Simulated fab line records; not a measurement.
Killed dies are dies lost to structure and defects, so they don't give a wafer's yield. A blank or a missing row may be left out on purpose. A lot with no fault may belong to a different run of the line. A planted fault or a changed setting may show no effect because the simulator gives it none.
fab line records	flow rit-cmos	part 1 of 2: steps 1 to 28 of 39
record: lots: 5	wafers: 15	last-day: 7
route steps=202 shown ACTIVE@7 FOX1@20 FOX2@23 NWELL@28 PWELL@39
lots that met no fault: from a run of the same line without faults
start-h: start of the lot's first displayed wafer, in hours after the record's first day	wait-h: hours elapsed since this lot's preceding step	" as in the row above	L1.1+2: a single row standing in for several wafers	- either no value or no given start	* or withheld: withheld	< > ~ a bound
route shown NAME@n: NAME is a module with steps in the file, n the number in the route of the first one	usual: average and standard deviation across the fault-free wafers	same: alike in all rows	chamber/n: place in a boat	sites: readings site by site	_std_site: standard deviation of those values	_edge_site: inner sites' mean taken away from outer sites' mean	radius-mm: how far each site lies from the wafer's centre	mask NAME#n: copy n	behind: tool/chamber where the wafer was last shaped	hold: the reason the lot was held/the length of the hold in hours/how it ended	device: whichever transistor did not switch (one of n, p or np)	end of line: the tests these same wafers got at the end of their route	where a step has no rows: the recipe by itself	killed: the dies lost at the first sort to structure and to defects; this is not the yield of the wafer	map: a wafer's dies, x killed, . not, _ none there
set.NAME: setting as actually run; set.NAME@STEP: the setting as run at that earlier step	model.NAME: the simulator's own value behind a step, which no gauge read
lots seen at some steps along the route; tables by step, rows by wafer
services: when a tool's chamber went out of use (start-h, in hours from the record's first day, below 0 if earlier), for how many hours, and the reason
== steps ==
step: RIT_ACTIVE_COAT_06
recipe: resist: NOVOLAK	spin-rpm: 3250	resist-thk-nm: 1000
usual: exhaust-pa: 45.0/0.85
lot.wafer	tool	chamber	start-h	wait-h	exhaust-pa
L082.3	litho-track-01	0	54.95	0.1	45.3
L082.5	"	0	"	"	45.0
L082.6	"	0	"	"	44.0
L088.1	litho-track-03	0	85.17	0.1	44.9
L088.3	"	0	"	"	43.7
L088.5	"	0	"	"	45.3
L089.1	litho-track-03	0	88.74	0.1	44.8
L089.4	"	0	"	"	44.1
L089.5	"	0	"	"	44.0
L094.3	litho-track-01	0	114.00	0.1	44.5
L094.4	"	0	"	"	43.6
L094.6	"	0	"	"	44.0
L097.2	litho-track-03	0	129.03	0.1	44.8
L097.3	"	0	"	"	45.3
L097.4	"	0	"	"	45.7
step: RIT_ACTIVE_SOFTBAKE_07
recipe: resist: NOVOLAK	temp-c: 90	time-s: 60
usual: exhaust-pa: 45.1/1	heater-power-total-W: 34.56/0.05
lot.wafer	tool	chamber	start-h	wait-h	exhaust-pa	heater-power-total-W
L082.3	litho-track-01	0	55.10	0.1	43.2	34.52
L082.5	"	0	"	"	43.4	34.54
L082.6	"	0	"	"	44.3	34.52
L088.1	litho-track-03	0	85.32	0.1	44.9	34.53
L088.3	"	0	"	"	45.1	34.53
L088.5	"	0	"	"	44.0	34.56
L089.1	litho-track-03	0	88.89	0.1	47.0	34.55
L089.4	"	0	"	"	46.7	34.59
L089.5	"	0	"	"	45.5	34.63
L094.3	litho-track-01	0	114.15	0.1	45.7	34.53
L094.4	"	0	"	"	45.3	34.61
L094.6	"	0	"	"	45.6	34.58
L097.2	litho-track-03	0	129.18	0.1	44.5	34.62
L097.3	"	0	"	"	43.6	34.52
L097.4	"	0	"	"	43.4	34.51
step: RIT_ACTIVE_EXPOSE_08
recipe: mask-id: M1	na: 0.6	source-shape: conventional	sigma-outer: 0.6	target-cd-nm: 1400	dose-mj: 225
same: sigma-outer: 0.6
lot.wafer	tool	chamber	start-h	wait-h	mask
L082.3+5+6	iline-stepper-01	0	55.48	0.4	M1#0
L088.1+3+5	iline-stepper-02	0	85.47	0.1	M1#0
L089.1+4+5	iline-stepper-02	0	89.04	0.1	M1#0
L094.3+4+6	iline-stepper-02	0	114.28	0.1	M1#0
L097.2+3+4	iline-stepper-01	0	129.45	0.2	M1#0
step: RIT_ACTIVE_PEB_09
recipe: resist: NOVOLAK	temp-c: withheld	time-s: withheld
usual: exhaust-pa: 45.0/0.93
lot.wafer	tool	chamber	start-h	wait-h	exhaust-pa
L082.3	litho-track-02	0	55.60	0.1	44.2
L082.5	"	0	"	"	45.1
L082.6	"	0	"	"	45.1
L088.1	litho-track-01	0	85.59	0.1	44.4
L088.3	"	0	"	"	44.3
L088.5	"	0	"	"	44.1
L089.1	litho-track-01	0	89.16	0.1	46.3
L089.4	"	0	"	"	44.7
L089.5	"	0	"	"	45.9
L094.3	litho-track-03	0	114.41	0.1	43.7
L094.4	"	0	"	"	44.5
L094.6	"	0	"	"	45.6
L097.2	litho-track-01	0	129.57	0.1	45.5
L097.3	"	0	"	"	44.7
L097.4	"	0	"	"	44.3
step: RIT_ACTIVE_DEVELOP_10
recipe: resist: NOVOLAK	develop-time-s: 50	dev-temp-c: 23
usual: exhaust-pa: 45.0/0.92
lot.wafer	tool	chamber	start-h	wait-h	exhaust-pa
L082.3	litho-track-02	0	-	-	45.3
L082.5	"	0	"	"	45.4
L082.6	"	0	"	"	44.4
L088.1	litho-track-01	0	-	-	47.1
L088.3	"	0	"	"	46.3
L088.5	"	0	"	"	46.1
L089.1	litho-track-01	0	-	-	45.1
L089.4	"	0	"	"	45.0
L089.5	"	0	"	"	45.8
L094.3	litho-track-03	0	-	-	46.3
L094.4	"	0	"	"	44.5
L094.6	"	0	"	"	43.5
L097.2	litho-track-01	0	-	-	43.5
L097.3	"	0	"	"	43.0
L097.4	"	0	"	"	43.9
step: RIT_ACTIVE_CD_MEAS_11
recipe: target-cd-nm: 1400
usual: cd-nm: 1399.6/2.4
lot.wafer	tool	chamber	start-h	wait-h	cd-nm
L082.3	cd-sem-01	-	55.88	-	1399.6
L082.5	"	-	"	"	1399.1
L082.6	"	-	"	"	1398.9
L088.1	cd-sem-01	-	85.87	-	1403.7
L088.3	"	-	"	"	1404.2
L088.5	"	-	"	"	1402.4
L089.1	cd-sem-02	-	89.44	-	1405.0
L089.4	"	-	"	"	1406.2
L089.5	"	-	"	"	1402.1
L094.3	cd-sem-02	-	114.69	-	1395.0
L094.4	"	-	"	"	1395.0
L094.6	"	-	"	"	1396.3
L097.2	cd-sem-01	-	129.85	-	1397.6
L097.3	"	-	"	"	1400.2
L097.4	"	-	"	"	1399.8
step: RIT_ACTIVE_HARDBAKE_12
recipe: resist: NOVOLAK	temp-c: 140	time-s: 60
usual: exhaust-pa: 45.2/1	heater-power-total-W: 62.54/0.05
lot.wafer	tool	chamber	start-h	wait-h	exhaust-pa	heater-power-total-W
L082.3	litho-track-03	0	56.01	0.1	43.3	62.55
L082.5	"	0	"	"	43.8	62.56
L082.6	"	0	"	"	46.3	62.41
L088.1	litho-track-02	0	85.99	0.1	45.6	62.64
L088.3	"	0	"	"	45.1	62.56
L088.5	"	0	"	"	45.2	62.51
L089.1	litho-track-01	0	89.56	0.1	42.7	62.56
L089.4	"	0	"	"	42.8	62.60
L089.5	"	0	"	"	43.1	62.52
L094.3	litho-track-03	0	114.82	0.1	45.8	62.57
L094.4	"	0	"	"	45.6	62.42
L094.6	"	0	"	"	46.0	62.52
L097.2	litho-track-03	0	129.97	0.1	45.3	62.57
L097.3	"	0	"	"	45.2	62.54
L097.4	"	0	"	"	46.0	62.62
step: RIT_ACTIVE_ETCH_13
recipe: stop-on: SiO2	chemistry: SF6	target: Si3N4	time-s: 210	over-etch-frac: 0.4	SF6_flow_sccm: 200	pressure-mtorr: 260	rf-w: 125	target-depth-a: 2100
usual: drypump-motor-current-A: 5.7/0.44	oes-product-au: 0.829/0.011	rf-fwd-power-W: 124.6/0.38	throttle-valve-pct: 7.48/0.075
same: over-etch-frac: 0.4
lot.wafer	tool	chamber	start-h	wait-h	drypump-motor-current-A	oes-product-au	rf-fwd-power-W	rf-hours-counter-h	throttle-valve-pct
L082.3	rie-diel-02	1	56.11	0.1	5.9	0.818	124.6	166	7.45
L082.5	"	2	"	"	6.2	0.815	124.0	-	7.40
L082.6	"	1	"	"	5.8	0.810	125.1	-	7.46
L088.1	rie-diel-04	1	86.14	0.1	6.6	0.830	124.2	41	7.46
L088.3	"	0	"	"	5.7	0.841	124.4	3	7.41
L088.5	"	2	"	"	5.4	0.811	125.2	-	7.48
L089.1	rie-diel-01	0	89.71	0.1	5.7	0.833	124.8	15	7.56
L089.4	"	1	"	"	5.6	0.838	124.7	155	7.47
L089.5	"	2	"	"	6.1	0.853	124.4	-	7.69
L094.3	rie-diel-01	0	114.92	0.1	5.7	0.823	124.2	16	7.57
L094.4	"	2	"	"	6.1	0.840	123.9	4	7.68
L094.6	"	2	"	"	6.1	0.858	123.9	-	7.68
L097.2	rie-diel-02	0	130.10	0.1	5.3	0.832	125.0	5	7.49
L097.3	"	1	"	"	5.9	0.819	124.7	1	7.45
L097.4	"	3	"	"	5.0	0.831	124.6	119	7.45
step: RIT_ACTIVE_STRIP_14
recipe: chemistry: O2	time-s: 180	resist: NOVOLAK	platen-temp-c: withheld	power-w: 500	pressure-mtorr: 4000	o2-flow-sccm: 4000
usual: drypump-motor-current-A: 5.9/0.32
lot.wafer	tool	chamber	start-h	wait-h	drypump-motor-current-A	rf-hours-counter-h
L082.3	plasma-asher-04	0	56.30	0.1	5.7	-
L082.5	"	1	"	"	6.6	-
L082.6	"	0	"	"	5.7	-
L088.1	plasma-asher-03	0	86.27	0.1	5.7	42
L088.3	"	0	"	"	5.7	-
L088.5	"	1	"	"	6.0	-
L089.1	plasma-asher-03	0	89.84	0.1	5.7	43
L089.4	"	0	"	"	5.7	-
L089.5	"	1	"	"	6.0	-
L094.3	plasma-asher-03	1	115.11	0.1	6.0	-
L094.4	"	0	"	"	5.7	-
L094.6	"	0	"	"	5.7	-
L097.2	plasma-asher-01	0	130.23	0.1	5.6	1
L097.3	"	1	"	"	5.7	-
L097.4	"	0	"	"	5.6	-
step: RIT_ACTIVE_CD_MEAS_90
recipe: target-cd-nm: 1400
usual: cd-nm: 1399.6/2.3
lot.wafer	tool	chamber	start-h	wait-h	cd-nm
L082.3	cd-sem-01	-	56.46	0.1	1399.6
L082.5	"	-	"	"	1399.4
L082.6	"	-	"	"	1398.9
L088.1	cd-sem-02	-	86.50	0.2	1403.5
L088.3	"	-	"	"	1404.2
L088.5	"	-	"	"	1402.3
L089.1	cd-sem-01	-	90.02	0.1	1405.1
L089.4	"	-	"	"	1406.3
L089.5	"	-	"	"	1402.0
L094.3	cd-sem-01	-	115.26	0.1	1394.8
L094.4	"	-	"	"	1395.0
L094.6	"	-	"	"	1396.6
L097.2	cd-sem-02	-	130.42	0.1	1397.4
L097.3	"	-	"	"	1400.3
L097.4	"	-	"	"	1399.3
step: RIT_ACTIVE_CLEAN_15
recipe: chemistry: SC1	mix: 3:3:50	time-s: 600	temp-c: 75
lot.wafer	tool	chamber	start-h	wait-h
L082.3+5+6	wet-bench-04	1	56.54	0.1
L088.1+3+5	wet-bench-04	3	86.62	0.1
L089.1+4+5	wet-bench-04	3	90.14	0.1
L094.3+4+6	wet-bench-02	3	115.34	0.1
L097.2+3+4	wet-bench-02	1	130.52	0.1
step: RIT_ACTIVE_CLEAN_16
recipe: chemistry: dHF	dilution: 50:1	time-s: 30
lot.wafer	tool	chamber	start-h	wait-h
L082.3+5+6	wet-bench-02	2	56.71	0.0
L088.1+3+5	wet-bench-04	1	86.97	0.0
L089.1+4+5	wet-bench-04	1	90.49	0.0
L094.3+4+6	wet-bench-02	2	115.52	0.0
L097.2+3+4	wet-bench-01	3	130.72	0.0
step: RIT_ACTIVE_CLEAN_17
recipe: chemistry: SC2	mix: 3:3:50	time-s: 600	temp-c: 75	dry: n2-spin
lot.wafer	tool	chamber	start-h	wait-h
L082.3+5+6	wet-bench-01	0	56.73	0.0
L088.1+3+5	wet-bench-04	2	87.00	0.0
L089.1+4+5	wet-bench-04	3	90.52	0.0
L094.3+4+6	wet-bench-02	0	115.54	0.0
L097.2+3+4	wet-bench-02	3	130.73	0.0
step: RIT_FOX1_OXIDATION_00
recipe: temp-c: 1100	ambient: H2O	target-thk-a: 3507	p-h2o-torr: 720	ox-time-s: 1130
usual: spike-tc-centre-C: 1102.4/1.2
lot.wafer	tool	chamber	start-h	wait-h	spike-tc-centre-C
L082.3	furnace-01	0	58.92	2.0	1104.2
L082.5	"	0	"	"	1103.5
L082.6	"	0	"	"	1102.8
L088.1	furnace-02	0	87.35	0.0	1103.4
L088.3	"	0	"	"	1103.0
L088.5	"	0	"	"	1101.1
L089.1	furnace-02	0	91.45	0.6	1101.6
L089.4	"	0	"	"	1102.4
L089.5	"	0	"	"	1101.4
L094.3	furnace-02	0	115.77	0.1	1103.7
L094.4	"	0	"	"	1101.6
L094.6	"	0	"	"	1101.8
L097.2	furnace-01	0	132.07	1.2	1103.9
L097.3	"	0	"	"	1104.1
L097.4	"	0	"	"	1102.6
step: RIT_FOX1_THK_MEAS_01
recipe: reads: SiO2_of_FOX1_OXIDATION_00
usual: FOX1_OXIDE_THK: 348/6.7
lot.wafer	tool	chamber	start-h	wait-h	FOX1_OXIDE_THK[nm]
L082.3	film-metro-04	-	60.26	0.0	330
L082.5	"	-	"	"	329
L082.6	"	-	"	"	329
L088.1	film-metro-04	-	88.66	0.0	349
L088.3	"	-	"	"	344
L088.5	"	-	"	"	344
L089.1	film-metro-02	-	92.76	0.0	340
L089.4	"	-	"	"	338
L089.5	"	-	"	"	343
L094.3	film-metro-03	-	117.10	0.0	353
L094.4	"	-	"	"	348
L094.6	"	-	"	"	352
L097.2	film-metro-03	-	133.40	0.0	356
L097.3	"	-	"	"	355
L097.4	"	-	"	"	362
step: RIT_FOX1_WET_ETCH_02
recipe: chemistry: BOE	target-depth-nm: 350	time-s: 390	temp-c: 21.5	dry: n2-spin	dilution: 10:1	target: SiO2
lot.wafer	tool	chamber	start-h	wait-h
L082.3+5+6	wet-bench-03	3	60.30	0.0
L088.1+3+5	wet-bench-03	1	88.72	0.1
L089.1+4+5	wet-bench-03	0	92.82	0.1
L094.3+4+6	wet-bench-04	3	117.14	0.0
L097.2+3+4	wet-bench-03	2	133.45	0.0
step: RIT_FOX2_OXIDATION_00
recipe: temp-c: 1100	ambient: H2O	target-thk-a: 3507	p-h2o-torr: 720	ox-time-s: 1130
usual: spike-tc-centre-C: 1101.8/1.5
lot.wafer	tool	chamber	start-h	wait-h	spike-tc-centre-C
L082.3	furnace-04	0	60.48	0.1	1098.7
L082.5	"	0	"	"	1101.6
L082.6	"	0	"	"	1098.8
L088.1	furnace-01	0	89.11	0.3	1102.8
L088.3	"	0	"	"	1103.0
L088.5	"	0	"	"	1103.0
L089.1	furnace-04	0	92.99	0.1	1100.3
L089.4	"	0	"	"	1099.6
L089.5	"	0	"	"	1099.0
L094.3	furnace-01	0	117.27	0.0	1103.3
L094.4	"	0	"	"	1102.1
L094.6	"	0	"	"	1103.0
L097.2	furnace-01	0	134.89	1.3	1103.4
L097.3	"	0	"	"	1103.9
L097.4	"	0	"	"	1103.4
step: RIT_FOX2_THK_MEAS_01
recipe: reads: SiO2_of_FOX2_OXIDATION_00
usual: FOX2_OXIDE_THK: 350/6.3
lot.wafer	tool	chamber	start-h	wait-h	FOX2_OXIDE_THK[nm]
L082.3	film-metro-04	-	61.81	0.0	344
L082.5	"	-	"	"	347
L082.6	"	-	"	"	345
L088.1	film-metro-02	-	90.42	0.0	339
L088.3	"	-	"	"	338
L088.5	"	-	"	"	336
L089.1	film-metro-01	-	94.31	0.0	346
L089.4	"	-	"	"	352
L089.5	"	-	"	"	349
L094.3	film-metro-02	-	118.61	0.0	351
L094.4	"	-	"	"	347
L094.6	"	-	"	"	350
L097.2	film-metro-04	-	136.21	0.0	350
L097.3	"	-	"	"	352
L097.4	"	-	"	"	352
step: RIT_FOX2_CLEAN_02
recipe: chemistry: dHF	dilution: 50:1	time-s: 180
lot.wafer	tool	chamber	start-h	wait-h
L082.3+5+6	wet-bench-01	2	61.85	0.0
L088.1+3+5	wet-bench-03	1	90.48	0.1
L089.1+4+5	wet-bench-03	3	94.37	0.1
L094.3+4+6	wet-bench-01	3	118.65	0.0
L097.2+3+4	wet-bench-03	1	136.26	0.0
step: RIT_FOX2_WET_ETCH_03
recipe: chemistry: H3PO4	target: Si3N4	target-depth-nm: 195	temp-c: 165	time-s: 2700
lot.wafer	tool	chamber	start-h	wait-h
L082.3+5+6	wet-bench-04	0	61.91	0.0
L088.1+3+5	wet-bench-03	1	90.54	0.0
L089.1+4+5	wet-bench-03	2	94.43	0.0
L094.3+4+6	wet-bench-04	2	118.70	0.0
L097.2+3+4	wet-bench-04	0	136.33	0.0
step: RIT_FOX2_THK_MEAS_90
recipe: reads: SiO2_of_FOX2_OXIDATION_00
usual: FIELD_OXIDE_LEFT_1_THK: 323/6.3
lot.wafer	tool	chamber	start-h	wait-h	FIELD_OXIDE_LEFT_1_THK[nm]
L082.3	film-metro-04	-	62.69	0.0	315
L082.5	"	-	"	"	319
L082.6	"	-	"	"	317
L088.1	film-metro-02	-	91.30	0.0	312
L088.3	"	-	"	"	311
L088.5	"	-	"	"	309
L089.1	film-metro-02	-	95.18	0.0	319
L089.4	"	-	"	"	325
L089.5	"	-	"	"	321
L094.3	film-metro-02	-	119.48	0.0	323
L094.4	"	-	"	"	319
L094.6	"	-	"	"	323
L097.2	film-metro-02	-	137.09	0.0	322
L097.3	"	-	"	"	324
L097.4	"	-	"	"	325
step: RIT_NWELL_HMDS_00
recipe: prime-time-s: 60	prime-temp-c: 140
usual: exhaust-pa: 45.0/0.69
lot.wafer	tool	chamber	start-h	wait-h	exhaust-pa
L082.3	litho-track-02	0	62.78	0.1	45.0
L082.5	"	0	"	"	43.8
L082.6	"	0	"	"	44.7
L088.1	litho-track-03	0	91.36	0.1	44.8
L088.3	"	0	"	"	44.2
L088.5	"	0	"	"	45.6
L089.1	litho-track-04	0	95.41	0.2	44.6
L089.4	"	0	"	"	45.8
L089.5	"	0	"	"	43.8
L094.3	litho-track-03	0	119.57	0.1	44.5
L094.4	"	0	"	"	45.5
L094.6	"	0	"	"	44.1
L097.2	litho-track-03	0	137.17	0.1	46.4
L097.3	"	0	"	"	45.1
L097.4	"	0	"	"	45.2
step: RIT_NWELL_COAT_01
recipe: resist: NOVOLAK	spin-rpm: 2000	resist-thk-nm: 1300
usual: exhaust-pa: 44.9/0.88
lot.wafer	tool	chamber	start-h	wait-h	exhaust-pa
L082.3	litho-track-02	0	62.93	0.1	45.5
L082.5	"	0	"	"	45.2
L082.6	"	0	"	"	45.5
L088.1	litho-track-03	0	91.51	0.1	44.9
L088.3	"	0	"	"	44.7
L088.5	"	0	"	"	44.8
L089.1	litho-track-04	0	95.56	0.1	45.0
L089.4	"	0	"	"	44.7
L089.5	"	0	"	"	44.7
L094.3	litho-track-03	0	119.72	0.1	44.3
L094.4	"	0	"	"	43.7
L094.6	"	0	"	"	42.8
L097.2	litho-track-03	0	137.32	0.1	42.9
L097.3	"	0	"	"	44.7
L097.4	"	0	"	"	43.9
step: RIT_NWELL_SOFTBAKE_02
recipe: resist: NOVOLAK	temp-c: 90	time-s: 60
usual: exhaust-pa: 45.0/1	heater-power-total-W: 34.56/0.048
lot.wafer	tool	chamber	start-h	wait-h	exhaust-pa	heater-power-total-W
L082.3	litho-track-02	0	63.08	0.1	44.3	34.49
L082.5	"	0	"	"	45.4	34.58
L082.6	"	0	"	"	45.5	34.61
L088.1	litho-track-03	0	91.66	0.1	43.0	34.55
L088.3	"	0	"	"	43.9	34.61
L088.5	"	0	"	"	44.3	34.61
L089.1	litho-track-04	0	95.71	0.1	45.2	34.55
L089.4	"	0	"	"	44.9	34.58
L089.5	"	0	"	"	45.0	34.57
L094.3	litho-track-03	0	119.87	0.1	43.4	34.53
L094.4	"	0	"	"	44.2	34.60
L094.6	"	0	"	"	43.9	34.62
L097.2	litho-track-03	0	137.47	0.1	45.4	34.60
L097.3	"	0	"	"	45.3	34.61
L097.4	"	0	"	"	45.3	34.57
step: RIT_NWELL_EXPOSE_03
recipe: mask-id: M2	na: 0.57	target-cd-nm: 43900	dose-mj: 250
lot.wafer	tool	chamber	start-h	wait-h	mask
L082.3+5+6	iline-stepper-02	0	63.34	0.2	M2#0
L088.1+3+5	iline-stepper-01	0	91.81	0.1	M2#0
L089.1+4+5	iline-stepper-02	0	95.99	0.2	M2#0
L094.3+4+6	iline-stepper-01	0	120.01	0.1	M2#0
L097.2+3+4	iline-stepper-02	0	137.61	0.1	M2#0
step: RIT_NWELL_PEB_04
recipe: resist: NOVOLAK	temp-c: withheld	time-s: withheld
usual: exhaust-pa: 45.0/0.87
lot.wafer	tool	chamber	start-h	wait-h	exhaust-pa
L082.3	litho-track-04	0	63.60	0.2	45.6
L082.5	"	0	"	"	46.5
L082.6	"	0	"	"	44.1
L088.1	litho-track-02	0	91.92	0.1	45.1
L088.3	"	0	"	"	45.0
L088.5	"	0	"	"	44.7
L089.1	litho-track-04	0	96.17	0.2	45.5
L089.4	"	0	"	"	45.5
L089.5	"	0	"	"	46.0
L094.3	litho-track-02	0	120.26	0.2	44.8
L094.4	"	0	"	"	45.1
L094.6	"	0	"	"	44.8
L097.2	litho-track-02	0	137.74	0.1	46.4
L097.3	"	0	"	"	44.8
L097.4	"	0	"	"	44.7
step: RIT_NWELL_DEVELOP_05
recipe: resist: NOVOLAK	develop-time-s: 68	dev-temp-c: 23
usual: exhaust-pa: 44.8/0.78
lot.wafer	tool	chamber	start-h	wait-h	exhaust-pa
L082.3	litho-track-04	0	-	-	43.6
L082.5	"	0	"	"	44.8
L082.6	"	0	"	"	45.2
L088.1	litho-track-02	0	-	-	45.6
L088.3	"	0	"	"	44.9
L088.5	"	0	"	"	44.0
L089.1	litho-track-04	0	-	-	43.9
L089.4	"	0	"	"	44.4
L089.5	"	0	"	"	45.7
L094.3	litho-track-02	0	-	-	43.8
L094.4	"	0	"	"	44.4
L094.6	"	0	"	"	44.3
L097.2	litho-track-02	0	-	-	44.8
L097.3	"	0	"	"	44.5
L097.4	"	0	"	"	45.7
step: RIT_NWELL_OVL_MEAS_06
usual: NWELL_OVL: 0.5/1.3
lot.wafer	tool	chamber	start-h	wait-h	NWELL_OVL[nm]
L082.3	overlay-02	-	63.88	-	1.6
L082.5	"	-	"	"	0.4
L082.6	"	-	"	"	0.6
L088.1	overlay-01	-	92.24	-	1.0
L088.3	"	-	"	"	-0.2
L088.5	"	-	"	"	0.8
L089.1	overlay-02	-	96.48	-	1.0
L089.4	"	-	"	"	1.8
L089.5	"	-	"	"	2.0
L094.3	overlay-02	-	120.54	-	0.0
L094.4	"	-	"	"	-1.4
L094.6	"	-	"	"	-1.5
L097.2	overlay-02	-	138.03	-	0.9
L097.3	"	-	"	"	-0.1
L097.4	"	-	"	"	0.2
